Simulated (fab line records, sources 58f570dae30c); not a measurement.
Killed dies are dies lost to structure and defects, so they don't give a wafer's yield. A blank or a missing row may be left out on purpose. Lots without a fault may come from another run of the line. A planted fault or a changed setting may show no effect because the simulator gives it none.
A struck lot beside a sound one | flow berkeley_cmos170 | 32 steps out of a route of 331
Sound: wafers L428.2, L428.3, L428.5. Struck: wafer L443.2. (L443.3, L443.5 of the same lot were not struck and are left out.) The cause comes at the end.
At each step with rows: each side's tool, then ch and its chambers, then its first start. Under that, the readings that differ: sound wafers | struck wafers | difference of the means | sigmas: that difference in standard deviations of wafers without a fault.
alike: readings whose means differ by less than 2 such deviations, and words and numbers that are the same on both sides. not compared: withheld readings, readings that some wafer has no value for, bounds like >300 that may hide the same value, and numbers for which the record gives no deviation and whose values overlap.
The two part at a step that has a row with sigmas, a row that says differs or no value, or rows on one side only. Numbers that don't overlap but have no deviation are shown without sigmas and don't part them. A reading that every wafer of one side lacks parts them only if that side has two wafers or more.

first, 6 steps without rows for these wafers: UCB170_V2_HMDS_06 (prime time 60 s); UCB170_V2_COAT_07 (resist thk 900 nm); UCB170_V2_SOFTBAKE_08 (time 60 s); UCB170_V2_EXPOSE_09 (exposes mask VIA2, target cd 700 nm); UCB170_V2_PEB_10; UCB170_V2_DEVELOP_11 (develop time 45 s).
UCB170_V2_CD_MEAS_12: target cd 700 nm.
  sound on cd_sem-02, day 9 03:01; struck on cd_sem-01, day 11 08:26
  alike: cd_nm
UCB170_V2_OVL_MEAS_13:
  sound on overlay-02, day 9 03:07; struck on overlay-01, day 11 08:32
  alike: V2_OVL
UCB170_V2_ETCH_14: etches SiO2 in CHF3/CF4/Ar, stops on Al, target depth 1250 nm, time 291 s.
  sound on rie_diel-04 ch 2,3, day 9 03:09; struck on rie_diel-03 ch 3, day 11 08:34
  alike: drypump_motor_current_A, mfc_ar_sccm, oes_product_au, throttle_valve_pct
  not compared: rf_hours_counter_h
UCB170_V2_STRIP_15: strips in O2.
  sound on plasma_asher-03 ch 0,1, day 9 03:20; struck on plasma_asher-02 ch 0, day 11 08:45
  reading                      | sound             | struck | difference | sigmas
  strip_time_to_endpoint_s (s) | 15.11 15.20 15.10 | 15.44  | +0.30      | +2
  alike: drypump_motor_current_A, oes_product_au
  not compared: rf_hours_counter_h
UCB170_V2_CD_MEAS_90: target cd 700 nm.
  sound on cd_sem-02, day 9 03:27; struck on cd_sem-02, day 11 08:52
  reading    | sound             | struck | difference | sigmas
  cd_nm (nm) | 699.4 700.0 700.2 | 696.6  | -3.3       | -2
then, 1 step without rows for these wafers: UCB170_M3_PRE_CLEAN_00 (preclean etch time 60 s).
UCB170_M3_SPUTTER_01: material Al, target thk 900 nm, time 120 s.
  sound on pvd_sputter-02, day 9 03:37; struck on pvd_sputter-01, day 11 09:02
  reading                               | sound             | struck | difference | sigmas
  model.Al_of_M3_SPUTTER_01.thk_nm (nm) | 893.8 897.8 893.6 | 1041   | +146       |
  alike: throttle_valve_pct
UCB170_M3_RS_MEAS_02: measures by four-point-probe.
  sound on film_metro-01, day 9 03:43; struck on film_metro-03, day 11 09:08
  reading           | sound                | struck | difference | sigmas
  M3_AL_RS (ohm/sq) | 0.0323 0.0322 0.0323 | 0.0277 | -0.0046    | -14
UCB170_M3_THK_MEAS_03: measures by xrf.
  sound on film_metro-01, day 9 03:50; struck on film_metro-03, day 11 09:15
  reading        | sound       | struck | difference | sigmas
  M3_AL_THK (nm) | 887 891 887 | 1027   | +139       | +14
then, 3 steps without rows for these wafers: UCB170_M3_HMDS_04 (prime time 60 s); UCB170_M3_COAT_05 (resist thk 900 nm); UCB170_M3_SOFTBAKE_06 (time 60 s).
UCB170_M3_STRIP_07: strips in O2.
  sound on plasma_asher-01 ch 0,1, day 9 04:38; struck on plasma_asher-03 ch 0, day 11 10:06
  reading                     | sound       | struck | difference | sigmas
  drypump_motor_current_A (A) | 6.0 6.1 5.6 | 5.1    | -0.8       | -3
  alike: oes_product_au, strip_time_to_endpoint_s
  not compared: rf_hours_counter_h
then, 7 steps without rows for these wafers: UCB170_M3_STRIP_08 (strips KrF in DMSO, time 600 s); UCB170_M3_COAT_09; UCB170_M3_COAT_10 (resist thk 900 nm); UCB170_M3_SOFTBAKE_11 (time 60 s); UCB170_M3_EXPOSE_12 (exposes mask METAL3, target cd 700 nm); UCB170_M3_PEB_13; UCB170_M3_DEVELOP_14 (develop time 45 s).
UCB170_M3_CD_MEAS_15: target cd 700 nm.
  sound on cd_sem-01, day 9 08:03; struck on cd_sem-01, day 11 11:32
  alike: cd_nm
UCB170_M3_OVL_MEAS_16:
  sound on overlay-02, day 9 08:09; struck on overlay-02, day 11 11:38
  alike: M3_OVL
UCB170_M3_ETCH_17: etches BARC in N2/H2.
  sound on rie_diel-03 ch 1,3, day 9 08:11; struck on rie_diel-01 ch 1, day 11 11:40
  alike: drypump_motor_current_A, oes_product_au, throttle_valve_pct
UCB170_M3_METAL_ETCH_18: etches Al in Cl2/BCl3, stops on SiO2, target depth 1170 nm, time 195 s.
  sound on rie_metal-03 ch 0, day 9 08:13; struck on rie_metal-02 ch 0, day 11 11:43
  reading               | sound             | struck | difference | sigmas
  oes_product_au (a.u.) | 0.817 0.824 0.827 | 0.913  | +0.090     | +6
  alike: drypump_motor_current_A, throttle_valve_pct
  not compared: rf_hours_counter_h
UCB170_M3_STRIP_19: strips in O2.
  sound on plasma_asher-04 ch 0,1, day 9 08:25; struck on plasma_asher-01 ch 0, day 11 11:54
  reading               | sound             | struck | difference | sigmas
  oes_product_au (a.u.) | 0.573 0.553 0.555 | 0.521  | -0.039     | -2
  alike: drypump_motor_current_A
  not compared: rf_hours_counter_h
then, 1 step without rows for these wafers: UCB170_M3_PROBE_99.

WHERE THEY PART
First at UCB170_V2_STRIP_15; last, within this record, at UCB170_M3_STRIP_19.

WHY: what the simulator had put in
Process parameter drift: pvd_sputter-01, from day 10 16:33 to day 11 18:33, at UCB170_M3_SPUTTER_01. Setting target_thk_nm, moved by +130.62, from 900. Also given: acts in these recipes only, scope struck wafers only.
